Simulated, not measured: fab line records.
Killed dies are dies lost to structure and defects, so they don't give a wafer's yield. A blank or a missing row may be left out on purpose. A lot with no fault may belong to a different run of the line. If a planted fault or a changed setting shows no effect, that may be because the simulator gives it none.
Chamber matching ; flow rit cmos ; RIT_GATE_ETCH_19 on rie si-02 has 4 sister chambers
The step etches poly-Si in SF6/CHF3/O2, stops on SiO2, time 165 s, target depth 312.5 nm. 8 wafers are shown with their chamber, then 7 later ones without.

## WAFERS, EACH WITH ITS CHAMBER
wafer;chamber;throttle valve pct (%);drypump motor current A (A)
L731.1;3;10.46;5.6
L733.4;2;10.39;5.3
L733.5;1;10.32;5.3
L735.1;0;10.28;5.9
L735.4;1;10.33;5.3
L735.6;0;10.27;5.8
L739.1;2;10.40;5.3
L739.2;3;10.47;5.6

## WAFERS WITH NO CHAMBER GIVEN
wafer;throttle valve pct (%);drypump motor current A (A)
L739.3;10.33;5.3
L743.1;10.32;5.3
L743.2;10.26;5.9
L743.5;10.25;5.9
L749.4;10.35;5.3
L749.5;10.48;5.6
L749.6;10.26;5.9

## CHAMBER TAKEN BY EACH
wafer;from the rows above;in truth
L739.3;1;1
L743.1;1;1
L743.2;0;0
L743.5;0;0
L749.4;1;1
L749.5;3;3
L749.6;0;0
Correct placement for 7 of the 7. From these rows, 0 cannot be placed. Wrongly placed: 0.
How it was worked out, from the rows above alone: a wafer's distance from a chamber is the root of the sum, over the readings, of the square of ((its reading less the chamber's mean) divided by the reading's scatter). If the next closest chamber is less than 2 further off than the closest, the wafer can't be placed; otherwise it belongs to the closest. Each chamber's mean is taken over the wafers shown for it. The scatter is the square root of a quotient: the sum, over the shown wafers, of each reading's squared deviation from its chamber's mean, divided by wafers minus chambers.
